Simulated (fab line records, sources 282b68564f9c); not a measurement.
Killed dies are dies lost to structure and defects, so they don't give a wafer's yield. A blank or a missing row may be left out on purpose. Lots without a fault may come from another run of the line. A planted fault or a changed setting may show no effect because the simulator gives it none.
Problem report in the 8D (eight disciplines) form, filled by code | flow rit_cmos | the parts of the form that need people (team, actions taken, sign-off) are left out

1. THE PROBLEM
ACTIVE_NITRIDE_THK at RIT_ACTIVE_THK_MEAS_04 reads a mean of 256.3 nm on 9 wafers of 3 lots; wafers without a fault read 152.6 nm with a standard deviation of 1.1. That is +94 standard deviations from the usual mean.
First seen on wafer L709.2, day 3 17:26, on film_metro-02. The record holds 45 wafers of 15 lots with a number at this step. Rule for "out", or "out of limits": more than 4 standard deviations from the usual mean. The other wafers with a number count as sound.

2. WHAT IT IS AND WHAT IT IS NOT
question                    | is                     | is not
which readings at this step | ACTIVE_NITRIDE_THK     | -
which lots                  | L709, L710, L711       | L699, L702, L703, L704, L705, L708, L714, L715, L716, L717, L721, L722
which wafers of those lots  | all that have a number | -
read on which gauges        | film_metro-02          | film_metro-01, film_metro-03
when                        | from day 3 17:26       | up to then (18 sound wafers); but 18 sound wafers of L714, L715, L716, L717, L721, L722 came after

3. SUSPECTS, AND WHAT RULES EACH OUT
Counting: a tool at a process step up to the reading stays a suspect if it ran every lot that is out and no sound lot after the first of them.
- the gauge at RIT_ACTIVE_THK_MEAS_04: ruled out. All the wafers that are out were read on film_metro-02, but those of them that RIT_ACTIVE_CVD_03 has rows for are out there too, on other tools.
- lpcvd-01 at RIT_ACTIVE_CVD_03 (deposits Si3N4 from SiH2Cl2/NH3, target thk 150 nm, time 1527 s): kept. It ran every lot that is out, first L709 (day 3 16:00), and no sound lot after that; its last sound lot up to then is L708 (day 3 11:03). Its own readings are out on those wafers: spike_tc_centre_C, spike_tc_load_C, spike_tc_source_C.
Left after counting: lpcvd-01 at RIT_ACTIVE_CVD_03.

4. THE CAUSE (what the simulator had put in)
Process parameter drift: lpcvd-01, from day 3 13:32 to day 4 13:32, at RIT_ACTIVE_CVD_03. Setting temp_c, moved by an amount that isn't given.
Counting left only this tool.

5. THE CHAIN OF EFFECTS, in route order
Each row: a reading whose mean over the struck wafers that have a number lies more than 3 standard deviations from the usual. Only readings for which the record gives a usual standard deviation are gone through. hours: the time from each lot's start at the first step in this table that gives one to its start at this step, as a median over the lots. sigmas: the change in usual standard deviations.
hours | step                   | reading             | usual      | on struck wafers | change | sigmas
0     | RIT_ACTIVE_CVD_03      | spike_tc_centre_C   | 812.7 C    | 857.1            | +44.4  | +32
0     | RIT_ACTIVE_CVD_03      | spike_tc_load_C     | 835.0 C    | 880.7            | +45.7  | +35
0     | RIT_ACTIVE_CVD_03      | spike_tc_source_C   | 833 C      | 878              | +45    | +13
1     | RIT_ACTIVE_THK_MEAS_04 | ACTIVE_NITRIDE_THK  | 152.6 nm   | 256.3            | +103.7 | +94
3     | RIT_ACTIVE_ETCH_13     | oes_product_au      | 0.827 a.u. | 0.995            | +0.168 | +15
51    | RIT_M1_PROBE_99        | killed_at_front_end | 7          | 264              | +257   | +86
51    | RIT_M1_PROBE_99        | killed_dies         | 7          | 264              | +257   | +86
51    | RIT_M1_PROBE_99        | killed_on_rim       | 2.0        | 70.0             | +68.0  | +57
The process steps in it:
- RIT_ACTIVE_CVD_03: deposits Si3N4 from SiH2Cl2/NH3, target thk 150 nm, time 1527 s.
- RIT_ACTIVE_ETCH_13: etches Si3N4 in SF6, stops on SiO2, time 210 s, target depth 210 nm.
- RIT_M1_PROBE_99

6. WHAT WOULD HAVE CAUGHT IT SOONER
In this record the first reading out of limits at a measuring or inspecting step was taken at day 3 17:26, 4 hours after the fault began at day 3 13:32.
The tool's own readings at RIT_ACTIVE_CVD_03 were out on every struck wafer that the step has a row for (spike_tc_centre_C, spike_tc_load_C, spike_tc_source_C): an alarm limit on them would have fired on the first of those.
Of the lots that are out (3), L710, L711 began RIT_ACTIVE_CVD_03 on lpcvd-01 after day 3 17:26. A hold on the tool at that time would have spared those 2.
